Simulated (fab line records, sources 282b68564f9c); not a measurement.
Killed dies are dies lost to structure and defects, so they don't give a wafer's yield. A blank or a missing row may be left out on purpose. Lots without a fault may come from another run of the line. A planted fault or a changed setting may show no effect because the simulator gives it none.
A struck lot beside a sound one | flow rit_cmos | 43 steps out of a route of 202
Sound: wafers L670.1, L670.2, L670.5. Struck: wafers L677.2, L677.3, L677.6. The cause comes at the end.
At each step with rows: each side's tool, then ch and its chambers, then its first start. Under that, the readings that differ: sound wafers | struck wafers | difference of the means | sigmas: that difference in standard deviations of wafers without a fault.
alike: readings whose means differ by less than 2 such deviations, and words and numbers that are the same on both sides. not compared: withheld readings, readings that some wafer has no value for, bounds like >300 that may hide the same value, and numbers for which the record gives no deviation and whose values overlap.
The two part at a step that has a row with sigmas, a row that says differs or no value, or rows on one side only. Numbers that don't overlap but have no deviation are shown without sigmas and don't part them. A reading that every wafer of one side lacks parts them only if that side has two wafers or more.

first, 5 steps without rows for these wafers: RIT_ACTIVE_COAT_06 (resist thk 1000 nm); RIT_ACTIVE_SOFTBAKE_07 (time 58.26 s); RIT_ACTIVE_EXPOSE_08 (exposes mask M1, target cd 1400 nm); RIT_ACTIVE_PEB_09; RIT_ACTIVE_DEVELOP_10 (develop time 50 s).
RIT_ACTIVE_CD_MEAS_11: target cd 1400 nm.
  sound on cd_sem-02, day 4 12:26; struck on cd_sem-02, day 5 23:35
  alike: cd_nm
then, 1 step without rows for these wafers: RIT_ACTIVE_HARDBAKE_12 (time 60 s).
RIT_ACTIVE_ETCH_13: etches Si3N4 in SF6, stops on SiO2, time 210 s, target depth 210 nm.
  sound on rie_diel-02 ch 0,1,2, day 4 12:43; struck on rie_diel-02 ch 0,1, day 5 23:50
  alike: drypump_motor_current_A, oes_product_au, throttle_valve_pct
  not compared: rf_hours_counter_h
RIT_ACTIVE_STRIP_14: strips in O2, time 180 s.
  sound on plasma_asher-04 ch 0,1, day 4 12:50; struck on plasma_asher-01 ch 0,1, day 5 23:58
  alike: drypump_motor_current_A, o2_flow_sccm
  not compared: rf_hours_counter_h
RIT_ACTIVE_CD_MEAS_90: target cd 1400 nm.
  sound on cd_sem-01, day 4 13:01; struck on cd_sem-01, day 6 00:10
  alike: cd_nm
then, 2 steps without rows for these wafers: RIT_ACTIVE_CLEAN_15 (cleans in SC1, time 600 s); RIT_ACTIVE_CLEAN_16 (cleans in dHF, time 30 s).
RIT_ACTIVE_CLEAN_17: cleans in SC2, time 600 s.
  sound on wet_bench-04 ch 0, day 4 13:21; struck on wet_bench-01 ch 3, day 6 00:27
then, 1 step without rows for these wafers: RIT_FOX1_OXIDATION_00 (target thk 350.7 nm, ox time 1130 s).
RIT_FOX1_THK_MEAS_01:
  sound on film_metro-04, day 4 14:56; struck on film_metro-04, day 6 01:57
  alike: FOX1_OXIDE_THK
then, 2 steps without rows for these wafers: RIT_FOX1_WET_ETCH_02 (etches SiO2 in BOE, target depth 350 nm, time 390 s); RIT_FOX2_OXIDATION_00 (target thk 350.7 nm, ox time 1130 s).
RIT_FOX2_THK_MEAS_01:
  sound on film_metro-02, day 4 16:25; struck on film_metro-04, day 6 04:16
  alike: FOX2_OXIDE_THK
then, 2 steps without rows for these wafers: RIT_FOX2_CLEAN_02 (cleans in dHF, time 180 s); RIT_FOX2_WET_ETCH_03 (etches Si3N4 in H3PO4, target depth 195 nm, time 2700 s).
RIT_FOX2_THK_MEAS_90:
  sound on film_metro-04, day 4 17:22; struck on film_metro-04, day 6 05:08
  alike: FIELD_OXIDE_LEFT_1_THK
then, 6 steps without rows for these wafers: RIT_NWELL_HMDS_00 (prime time 60 s); RIT_NWELL_COAT_01 (resist thk 1300 nm); RIT_NWELL_SOFTBAKE_02 (time 58.1 s); RIT_NWELL_EXPOSE_03 (exposes mask M2, target cd 43900 nm); RIT_NWELL_PEB_04; RIT_NWELL_DEVELOP_05 (develop time 68 s).
RIT_NWELL_OVL_MEAS_06:
  sound on overlay-01, day 4 18:28; struck on overlay-02, day 6 06:04
  alike: NWELL_OVL
then, 2 steps without rows for these wafers: RIT_NWELL_HARDBAKE_07 (time 120 s); RIT_NWELL_IMPLANT_08.
RIT_NWELL_STRIP_09: strips in O2, time 180 s.
  sound on plasma_asher-02 ch 0,1, day 4 18:54; struck on plasma_asher-02 ch 0, day 6 06:34
  alike: drypump_motor_current_A, o2_flow_sccm
  not compared: rf_hours_counter_h
RIT_NWELL_TW_MEAS_10:
  sound on film_metro-04, day 4 19:05; struck on film_metro-01, day 6 06:44
  alike: NWELL_TW
then, 6 steps without rows for these wafers: RIT_PWELL_HMDS_00 (prime time 60 s); RIT_PWELL_COAT_01 (resist thk 1300 nm); RIT_PWELL_SOFTBAKE_02 (time 60 s); RIT_PWELL_EXPOSE_03 (exposes mask M3, target cd 43700 nm); RIT_PWELL_PEB_04; RIT_PWELL_DEVELOP_05 (develop time 68 s).
RIT_PWELL_OVL_MEAS_06:
  sound on overlay-02, day 4 20:08; struck on overlay-02, day 6 07:41
  alike: PWELL_OVL
then, 2 steps without rows for these wafers: RIT_PWELL_HARDBAKE_07 (time 120 s); RIT_PWELL_IMPLANT_08.
RIT_PWELL_STRIP_09: strips in O2, time 180 s.
  sound on plasma_asher-03 ch 0,1, day 4 20:35; struck on plasma_asher-03 ch 0,1, day 6 08:07
  alike: drypump_motor_current_A, o2_flow_sccm
  not compared: rf_hours_counter_h
RIT_M1_PROBE_99:
  sound on prober-02, day 6 09:42; struck on prober-01, day 7 18:10
  reading             | sound | struck   | difference | sigmas
  killed_at_front_end | 7 7 5 | 39 41 37 | +33        | +10
  killed_dies         | 7 7 5 | 39 41 37 | +33        | +10
  killed_on_rim       | 2 2 1 | 8 8 10   | +7         | +5
  alike: killed_at_M0_to_M3, killed_open, killed_short

WHERE THEY PART
Only at RIT_M1_PROBE_99, within this record.

WHY: what the simulator had put in
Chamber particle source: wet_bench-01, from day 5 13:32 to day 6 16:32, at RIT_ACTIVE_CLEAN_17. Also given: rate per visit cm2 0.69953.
